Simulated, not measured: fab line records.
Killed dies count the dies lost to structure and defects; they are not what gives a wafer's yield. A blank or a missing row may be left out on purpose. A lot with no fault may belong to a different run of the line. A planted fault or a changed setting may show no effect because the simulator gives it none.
What tool caused it? || flow berkeley-cmos170 || 14 lots with 42 wafers sampled at 5 steps, on a route of 331 steps

## WHAT EACH GAUGE READ, for each wafer
UCB170_NWELL_THK_MEAS_02. Usual: for NWELL_OXIDE_THK the level is 26.5 nm and the standard deviation is 0.53.
{"lot": "L857", "measured": "day 2 08:01", "on": "film-metro-01", "NWELL_OXIDE_THK (nm)": "25.8 26.0 25.4", "flag": ""}
{"lot": "L855", "measured": "day 2 08:02", "on": "film-metro-04", "NWELL_OXIDE_THK (nm)": "26.6 26.8 26.8", "flag": ""}
{"lot": "L858", "measured": "day 2 22:50", "on": "film-metro-04", "NWELL_OXIDE_THK (nm)": "25.7 26.3 26.0", "flag": ""}
{"lot": "L861", "measured": "day 3 04:31", "on": "film-metro-01", "NWELL_OXIDE_THK (nm)": "26.1 26.0 26.1", "flag": ""}
{"lot": "L865", "measured": "day 4 03:10", "on": "film-metro-02", "NWELL_OXIDE_THK (nm)": "25.6 25.9 25.7", "flag": ""}
{"lot": "L866", "measured": "day 4 03:10", "on": "film-metro-01", "NWELL_OXIDE_THK (nm)": "26.2 26.2 25.7", "flag": ""}
{"lot": "L867", "measured": "day 4 10:16", "on": "film-metro-02", "NWELL_OXIDE_THK (nm)": "26.6 26.1 26.6", "flag": ""}
{"lot": "L868", "measured": "day 4 12:57", "on": "film-metro-04", "NWELL_OXIDE_THK (nm)": "26.9 26.7 26.9", "flag": ""}
{"lot": "L870", "measured": "day 5 15:28", "on": "film-metro-02", "NWELL_OXIDE_THK (nm)": "26.2 26.4 26.3", "flag": ""}
{"lot": "L871", "measured": "day 5 15:28", "on": "film-metro-01", "NWELL_OXIDE_THK (nm)": "26.9 26.8 27.0", "flag": ""}
{"lot": "L872", "measured": "day 5 21:58", "on": "film-metro-04", "NWELL_OXIDE_THK (nm)": "26.6 26.4 26.4", "flag": ""}
{"lot": "L875", "measured": "day 6 02:05", "on": "film-metro-01", "NWELL_OXIDE_THK (nm)": "27.6 27.0 26.6", "flag": ""}
{"lot": "L876", "measured": "day 6 11:36", "on": "film-metro-04", "NWELL_OXIDE_THK (nm)": "27.4 27.8 27.5", "flag": ""}
{"lot": "L878", "measured": "day 6 22:25", "on": "film-metro-02", "NWELL_OXIDE_THK (nm)": "26.9 27.4 26.7", "flag": ""}

UCB170_SDANNEAL_RS_MEAS_02: uses a four-point probe to measure. Usual: for PSD_RS the level is 75.6 ohm/sq and the standard deviation is 0.32.
{"lot": "L857", "measured": "day 8 19:22", "on": "film-metro-04", "PSD_RS (ohm/sq)": "75.2 75.6 75.4", "flag": ""}
{"lot": "L855", "measured": "day 8 21:22", "on": "film-metro-03", "PSD_RS (ohm/sq)": "75.8 75.8 75.9", "flag": ""}
{"lot": "L858", "measured": "day 8 21:41", "on": "film-metro-04", "PSD_RS (ohm/sq)": "75.7 76.0 76.0", "flag": ""}
{"lot": "L861", "measured": "day 8 21:05", "on": "film-metro-04", "PSD_RS (ohm/sq)": "76.0 75.7 75.8", "flag": ""}
{"lot": "L865", "measured": "day 9 16:13", "on": "film-metro-03", "PSD_RS (ohm/sq)": "76.0 75.8 76.1", "flag": ""}
{"lot": "L866", "measured": "day 9 16:50", "on": "film-metro-01", "PSD_RS (ohm/sq)": "75.1 74.9 74.8", "flag": ""}
{"lot": "L867", "measured": "day 10 07:23", "on": "film-metro-03", "PSD_RS (ohm/sq)": "75.3 75.6 75.8", "flag": ""}
{"lot": "L868", "measured": "day 10 07:31", "on": "film-metro-01", "PSD_RS (ohm/sq)": "75.2 75.6 75.4", "flag": ""}
{"lot": "L870", "measured": "day 11 13:28", "on": "film-metro-03", "PSD_RS (ohm/sq)": "75.3 75.6 75.5", "flag": ""}
{"lot": "L871", "measured": "day 11 14:14", "on": "film-metro-03", "PSD_RS (ohm/sq)": "75.3 75.3 75.8", "flag": ""}
{"lot": "L872", "measured": "day 11 13:52", "on": "film-metro-04", "PSD_RS (ohm/sq)": "75.3 75.8 75.4", "flag": ""}
{"lot": "L875", "measured": "day 11 13:54", "on": "film-metro-01", "PSD_RS (ohm/sq)": "75.3 75.8 75.5", "flag": ""}
{"lot": "L876", "measured": "day 12 16:01", "on": "film-metro-03", "PSD_RS (ohm/sq)": "75.7 75.6 75.8", "flag": ""}
{"lot": "L878", "measured": "day 12 15:50", "on": "film-metro-04", "PSD_RS (ohm/sq)": "75.5 76.0 75.8", "flag": ""}

UCB170_V2_BOW_MEAS_03. Usual: for V2_BOW the level is 37 um and the standard deviation is 7.1.
{"lot": "L857", "measured": "day 9 18:13", "on": "film-metro-04", "V2_BOW (um)": "39 44 35", "flag": ""}
{"lot": "L855", "measured": "day 9 18:07", "on": "film-metro-02", "V2_BOW (um)": "32 41 37", "flag": ""}
{"lot": "L858", "measured": "day 9 19:48", "on": "film-metro-04", "V2_BOW (um)": "43 37 41", "flag": ""}
{"lot": "L861", "measured": "day 9 17:55", "on": "film-metro-03", "V2_BOW (um)": "35 42 43", "flag": ""}
{"lot": "L865", "measured": "day 10 09:23", "on": "film-metro-04", "V2_BOW (um)": "42 53 30", "flag": ""}
{"lot": "L866", "measured": "day 10 12:14", "on": "film-metro-04", "V2_BOW (um)": "34 33 42", "flag": ""}
{"lot": "L867", "measured": "day 10 22:17", "on": "film-metro-02", "V2_BOW (um)": "25 43 29", "flag": ""}
{"lot": "L868", "measured": "day 10 23:49", "on": "film-metro-04", "V2_BOW (um)": "40 31 38", "flag": ""}
{"lot": "L870", "measured": "day 12 06:43", "on": "film-metro-04", "V2_BOW (um)": "36 42 32", "flag": ""}
{"lot": "L871", "measured": "day 12 09:55", "on": "film-metro-03", "V2_BOW (um)": "24 37 30", "flag": ""}
{"lot": "L872", "measured": "day 12 07:22", "on": "film-metro-02", "V2_BOW (um)": "35 42 30", "flag": ""}
{"lot": "L875", "measured": "day 12 09:02", "on": "film-metro-04", "V2_BOW (um)": "43 47 39", "flag": ""}
{"lot": "L876", "measured": "day 13 08:58", "on": "film-metro-03", "V2_BOW (um)": "43 42 32", "flag": ""}
{"lot": "L878", "measured": "day 13 08:18", "on": "film-metro-02", "V2_BOW (um)": "38 39 42", "flag": ""}

## WHAT TOOL EACH LOT RAN ON (gives the tool, then ch and the chambers of the sampled wafers, and finally the start)
{"lot": "L857", "UCB170_PVT_COAT_01": "litho-track-01 ch 0, day 7 03:40", "UCB170_PVT_STRIP_08": "plasma-asher-02 ch 1, day 7 05:07"}
{"lot": "L855", "UCB170_PVT_COAT_01": "litho-track-03 ch 0, day 7 10:58", "UCB170_PVT_STRIP_08": "plasma-asher-01 ch 1, day 7 12:15"}
{"lot": "L858", "UCB170_PVT_COAT_01": "litho-track-01 ch 0, day 7 10:56", "UCB170_PVT_STRIP_08": "plasma-asher-04 ch 0,1, day 7 12:12"}
{"lot": "L861", "UCB170_PVT_COAT_01": "litho-track-04 ch 0, day 7 10:13", "UCB170_PVT_STRIP_08": "plasma-asher-04 ch 0,1, day 7 11:42"}
{"lot": "L865", "UCB170_PVT_COAT_01": "litho-track-03 ch 0, day 8 09:10", "UCB170_PVT_STRIP_08": "plasma-asher-01 ch 0,1, day 8 11:22"}
{"lot": "L866", "UCB170_PVT_COAT_01": "litho-track-01 ch 0, day 8 09:14", "UCB170_PVT_STRIP_08": "plasma-asher-01 ch 0,1, day 8 11:39"}
{"lot": "L867", "UCB170_PVT_COAT_01": "litho-track-01 ch 0, day 8 15:38", "UCB170_PVT_STRIP_08": "plasma-asher-01 ch 0,1, day 8 17:36"}
{"lot": "L868", "UCB170_PVT_COAT_01": "litho-track-04 ch 0, day 8 15:59", "UCB170_PVT_STRIP_08": "plasma-asher-01 ch 0, day 8 18:22"}
{"lot": "L870", "UCB170_PVT_COAT_01": "litho-track-04 ch 0, day 10 02:29", "UCB170_PVT_STRIP_08": "plasma-asher-04 ch 0,1, day 10 03:46"}
{"lot": "L871", "UCB170_PVT_COAT_01": "litho-track-03 ch 0, day 10 02:34", "UCB170_PVT_STRIP_08": "plasma-asher-04 ch 0,1, day 10 04:08"}
{"lot": "L872", "UCB170_PVT_COAT_01": "litho-track-04 ch 0, day 10 03:11", "UCB170_PVT_STRIP_08": "plasma-asher-04 ch 0,1, day 10 04:29"}
{"lot": "L875", "UCB170_PVT_COAT_01": "litho-track-03 ch 0, day 10 06:56", "UCB170_PVT_STRIP_08": "plasma-asher-02 ch 0,1, day 10 07:55"}
{"lot": "L876", "UCB170_PVT_COAT_01": "litho-track-03 ch 0, day 11 07:44", "UCB170_PVT_STRIP_08": "plasma-asher-04 ch 0,1, day 11 08:37"}
{"lot": "L878", "UCB170_PVT_COAT_01": "litho-track-03 ch 0, day 11 04:34", "UCB170_PVT_STRIP_08": "plasma-asher-04 ch 0,1, day 11 05:40"}
- UCB170_PVT_COAT_01: resist thk 900 nm.
- UCB170_PVT_STRIP_08: strips in O2.

## AS READ BY THE TOOLS THEMSELVES (means over the sampled wafers that have a number; for cases with no such wafer, the mark the record gives instead)
UCB170_PVT_STRIP_08. Usual: drypump-motor-current-A 5.8 A, standard deviation 0.33; oes-product-au 0.734 a.u., standard deviation 0.0045; strip-time-to-endpoint-s 21.64 s, standard deviation 0.063.
{"lot": "L857", "tool": "plasma-asher-02", "drypump-motor-current-A (A)": 5.2, "oes-product-au (a.u.)": 0.734, "strip-time-to-endpoint-s (s)": 21.73, "flag": ""}
{"lot": "L855", "tool": "plasma-asher-01", "drypump-motor-current-A (A)": 5.7, "oes-product-au (a.u.)": 0.735, "strip-time-to-endpoint-s (s)": 21.65, "flag": ""}
{"lot": "L858", "tool": "plasma-asher-04", "drypump-motor-current-A (A)": 6.2, "oes-product-au (a.u.)": 0.734, "strip-time-to-endpoint-s (s)": 21.70, "flag": ""}
{"lot": "L861", "tool": "plasma-asher-04", "drypump-motor-current-A (A)": 6.0, "oes-product-au (a.u.)": 0.733, "strip-time-to-endpoint-s (s)": 21.71, "flag": ""}
{"lot": "L865", "tool": "plasma-asher-01", "drypump-motor-current-A (A)": 5.7, "oes-product-au (a.u.)": 0.734, "strip-time-to-endpoint-s (s)": 21.66, "flag": ""}
{"lot": "L866", "tool": "plasma-asher-01", "drypump-motor-current-A (A)": 5.7, "oes-product-au (a.u.)": 0.733, "strip-time-to-endpoint-s (s)": 20.60, "flag": "OFF"}
{"lot": "L867", "tool": "plasma-asher-01", "drypump-motor-current-A (A)": 5.7, "oes-product-au (a.u.)": 0.739, "strip-time-to-endpoint-s (s)": 20.51, "flag": "OFF"}
{"lot": "L868", "tool": "plasma-asher-01", "drypump-motor-current-A (A)": 5.6, "oes-product-au (a.u.)": 0.736, "strip-time-to-endpoint-s (s)": 21.63, "flag": ""}
{"lot": "L870", "tool": "plasma-asher-04", "drypump-motor-current-A (A)": 6.0, "oes-product-au (a.u.)": 0.734, "strip-time-to-endpoint-s (s)": 21.53, "flag": ""}
{"lot": "L871", "tool": "plasma-asher-04", "drypump-motor-current-A (A)": 6.0, "oes-product-au (a.u.)": 0.737, "strip-time-to-endpoint-s (s)": 21.64, "flag": ""}
{"lot": "L872", "tool": "plasma-asher-04", "drypump-motor-current-A (A)": 6.1, "oes-product-au (a.u.)": 0.738, "strip-time-to-endpoint-s (s)": 21.56, "flag": ""}
{"lot": "L875", "tool": "plasma-asher-02", "drypump-motor-current-A (A)": 5.3, "oes-product-au (a.u.)": 0.732, "strip-time-to-endpoint-s (s)": 21.62, "flag": ""}
{"lot": "L876", "tool": "plasma-asher-04", "drypump-motor-current-A (A)": 6.1, "oes-product-au (a.u.)": 0.735, "strip-time-to-endpoint-s (s)": 21.65, "flag": ""}
{"lot": "L878", "tool": "plasma-asher-04", "drypump-motor-current-A (A)": 6.0, "oes-product-au (a.u.)": 0.737, "strip-time-to-endpoint-s (s)": 21.61, "flag": ""}

## THE ANSWER, worked out from the rows above alone
Rule: lot off if the mean of its wafers having a number is beyond 3 standard deviations from the usual mean. A lot without any number at a reading at which 4 lots or more have one is off too. The other lots that the step has rows for count as sound. The gauges are gone through in route order, then the tools' own readings, and for those a lot's mean is taken as printed above. At the first step where some lot is off, the reading lying furthest off is the one used; lots without a number count as furthest.
Off, at UCB170_PVT_STRIP_08 on strip-time-to-endpoint-s: L866, L867.
A tool fits if, at that step or a process step before it, it ran every lot that is off, and no sound lot after the first of them. One fits: UCB170_PVT_COAT_01 on litho-track-01. A fault onset in the window from L858 (day 7 10:56, its last sound lot) to L866 (day 8 09:14, its first lot off) fits.

## WHAT THE SIMULATOR PUT IN
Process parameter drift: litho-track-01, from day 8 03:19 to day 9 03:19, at UCB170_PVT_COAT_01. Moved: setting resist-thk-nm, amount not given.
Lots struck among those shown: L866, L867. The rule above found the same.
